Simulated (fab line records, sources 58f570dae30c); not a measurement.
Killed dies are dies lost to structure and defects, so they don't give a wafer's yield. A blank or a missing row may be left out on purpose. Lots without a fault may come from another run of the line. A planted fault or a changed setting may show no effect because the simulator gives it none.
Which tool did it? | flow berkeley_cmos170 | 11 lots, 33 wafers sampled, at 4 steps of a route of 331

WHAT THE GAUGES READ, wafer by wafer
UCB170_PVT_TW_MEAS_09. Usual: PVT_TW 508, standard deviation 5.4.
lot  | measured     | on            | PVT_TW      | flag
L626 | day 5 17:58  | film_metro-01 | 504 503 503 |
L628 | day 5 20:24  | film_metro-01 | 500 503 500 |
L627 | day 5 17:08  | film_metro-02 | 514 512 514 |
L634 | day 7 07:30  | film_metro-01 | 499 500 500 |
L636 | day 7 12:02  | film_metro-02 | 511 511 512 |
L638 | day 7 18:37  | film_metro-04 | 510 513 510 |
L641 | day 8 13:26  | film_metro-01 | 500 499 498 |
L645 | day 9 17:41  | film_metro-04 | 516 519 517 |
L646 | day 9 17:32  | film_metro-01 | 501 502 503 |
L648 | day 10 05:31 | film_metro-04 | 511 511 512 |
L649 | day 10 16:31 | film_metro-01 | 500 500 500 |

WHICH TOOL RAN EACH LOT (tool, then ch and the chambers of the sampled wafers, then the start)
lot  | UCB170_PWELL_ETCH_14              | UCB170_ACTIVE_STRIP_16              | UCB170_PVT_STRIP_08
L626 | rie_diel-04 ch 0,1,2, day 2 21:59 | plasma_asher-02 ch 0,1, day 4 07:35 | plasma_asher-03 ch 0,1, day 5 17:52
L628 | rie_diel-02 ch 0,1,2, day 3 05:30 | plasma_asher-04 ch 0,1, day 4 10:27 | plasma_asher-01 ch 0,1, day 5 20:17
L627 | rie_diel-03 ch 0,2, day 3 05:49   | plasma_asher-02 ch 0, day 4 10:38   | plasma_asher-01 ch 0,1, day 5 17:02
L634 | rie_diel-02 ch 1,2,3, day 4 12:52 | plasma_asher-02 ch 0,1, day 5 17:32 | plasma_asher-03 ch 0,1, day 7 07:24
L636 | rie_diel-03 ch 0,1,2, day 5 02:19 | plasma_asher-02 ch 0,1, day 6 03:26 | plasma_asher-01 ch 0,1, day 7 11:56
L638 | rie_diel-03 ch 0,1,3, day 5 09:41 | plasma_asher-04 ch 0,1, day 6 12:08 | plasma_asher-03 ch 0,1, day 7 18:28
L641 | rie_diel-02 ch 1,2, day 5 21:41   | plasma_asher-02 ch 0,1, day 7 08:44 | plasma_asher-04 ch 0,1, day 8 13:20
L645 | rie_diel-02 ch 0,2,3, day 7 00:34 | plasma_asher-02 ch 0,1, day 8 05:04 | plasma_asher-01 ch 0,1, day 9 17:35
L646 | rie_diel-04 ch 1,2,3, day 7 00:38 | plasma_asher-04 ch 0,1, day 8 05:20 | plasma_asher-04 ch 0,1, day 9 17:26
L648 | rie_diel-03 ch 1,2,3, day 7 20:49 | plasma_asher-01 ch 0,1, day 8 20:13 | plasma_asher-04 ch 0,1, day 10 05:25
L649 | rie_diel-03 ch 1,3, day 8 02:49   | plasma_asher-01 ch 0,1, day 9 08:38 | plasma_asher-04 ch 0,1, day 10 16:25
- UCB170_PWELL_ETCH_14: etches Si3N4 in CH3F/Ar/O2, stops on SiO2, target depth 242 nm, time 151 s.
- UCB170_ACTIVE_STRIP_16: strips in O2.
- UCB170_PVT_STRIP_08: strips in O2.

WHAT THE TOOLS THEMSELVES READ (means of the sampled wafers that have a number; where no wafer has one, the mark that the record gives instead)
UCB170_PWELL_ETCH_14. Usual: CH3F_flow_sccm 20.01 sccm, standard deviation 0.06; drypump_motor_current_A 5.5 A, standard deviation 0.57; oes_product_au 0.941 a.u., standard deviation 0.019; throttle_valve_pct 8.06 %, standard deviation 0.11.
lot  | tool        | CH3F_flow_sccm (sccm) | drypump_motor_current_A (A) | oes_product_au (a.u.) | throttle_valve_pct (%) | flag
L626 | rie_diel-04 | 19.99                 | 6.3                         | 0.943                 | 8.02                   |
L628 | rie_diel-02 | 20.05                 | 5.7                         | 0.946                 | 8.09                   |
L627 | rie_diel-03 | 20.03                 | 5.0                         | 0.928                 | 8.03                   |
L634 | rie_diel-02 | 19.97                 | 5.6                         | 0.947                 | 8.03                   |
L636 | rie_diel-03 | 19.96                 | 5.3                         | 0.899                 | 8.00                   |
L638 | rie_diel-03 | 19.99                 | 5.5                         | 0.916                 | 8.09                   |
L641 | rie_diel-02 | 19.96                 | 6.1                         | 0.949                 | 8.10                   |
L645 | rie_diel-02 | 20.03                 | 5.2                         | 0.950                 | 8.02                   |
L646 | rie_diel-04 | 20.01                 | 6.5                         | 0.926                 | 8.03                   |
L648 | rie_diel-03 | 19.99                 | 5.2                         | 0.949                 | 8.07                   |
L649 | rie_diel-03 | 20.01                 | 5.6                         | 0.953                 | 8.04                   |

UCB170_ACTIVE_STRIP_16. Usual: drypump_motor_current_A 6.1 A, standard deviation 0.3; oes_product_au 0.721 a.u., standard deviation 0.0048; strip_time_to_endpoint_s 18.10 s, standard deviation 0.079.
lot  | tool            | drypump_motor_current_A (A) | oes_product_au (a.u.) | strip_time_to_endpoint_s (s) | flag
L626 | plasma_asher-02 | 6.3                         | 0.722                 | 18.07                        |
L628 | plasma_asher-04 | 6.0                         | 0.719                 | 17.99                        |
L627 | plasma_asher-02 | 5.9                         | 0.721                 | 18.04                        |
L634 | plasma_asher-02 | 6.3                         | 0.723                 | 18.16                        |
L636 | plasma_asher-02 | 6.4                         | 0.722                 | 18.09                        |
L638 | plasma_asher-04 | 6.0                         | 0.719                 | 18.14                        |
L641 | plasma_asher-02 | 6.1                         | 0.723                 | 18.05                        |
L645 | plasma_asher-02 | 6.1                         | 0.726                 | 18.10                        |
L646 | plasma_asher-04 | 5.9                         | 0.721                 | 18.02                        |
L648 | plasma_asher-01 | 6.2                         | 0.721                 | 18.09                        |
L649 | plasma_asher-01 | 6.2                         | 0.726                 | 18.02                        |

UCB170_PVT_STRIP_08. Usual: drypump_motor_current_A 6.0 A, standard deviation 0.38; oes_product_au 0.734 a.u., standard deviation 0.0047; strip_time_to_endpoint_s 21.63 s, standard deviation 0.067.
lot  | tool            | drypump_motor_current_A (A) | oes_product_au (a.u.) | strip_time_to_endpoint_s (s) | flag
L626 | plasma_asher-03 | 5.8                         | 0.737                 | 21.68                        |
L628 | plasma_asher-01 | 6.1                         | 0.733                 | 21.66                        |
L627 | plasma_asher-01 | 6.1                         | 0.734                 | 21.63                        |
L634 | plasma_asher-03 | 6.2                         | 0.736                 | 21.66                        |
L636 | plasma_asher-01 | 6.2                         | 0.733                 | 21.60                        |
L638 | plasma_asher-03 | 6.2                         | 0.734                 | 21.57                        |
L641 | plasma_asher-04 | 5.9                         | 0.736                 | 21.61                        |
L645 | plasma_asher-01 | 6.2                         | 0.735                 | 21.62                        |
L646 | plasma_asher-04 | 6.0                         | 0.735                 | 21.63                        |
L648 | plasma_asher-04 | 5.9                         | 0.733                 | 21.77                        |
L649 | plasma_asher-04 | 6.0                         | 0.739                 | 21.71                        |

THE ANSWER, worked out from the rows above alone
Rule: a lot is off if the mean of its wafers that have a number lies more than 3 standard deviations from the usual mean. A lot without any number at a reading at which 4 lots or more have one is off too. The other lots that the step has rows for count as sound. The gauges are gone through in route order, then the tools' own readings, and for those a lot's mean is taken as printed above. The first step at which some lot is off is used, and at that step the reading that is off furthest; a lot without a number counts as furthest.
No lot is off at any reading shown: from this, nothing can be told.

WHAT THE SIMULATOR HAD PUT IN
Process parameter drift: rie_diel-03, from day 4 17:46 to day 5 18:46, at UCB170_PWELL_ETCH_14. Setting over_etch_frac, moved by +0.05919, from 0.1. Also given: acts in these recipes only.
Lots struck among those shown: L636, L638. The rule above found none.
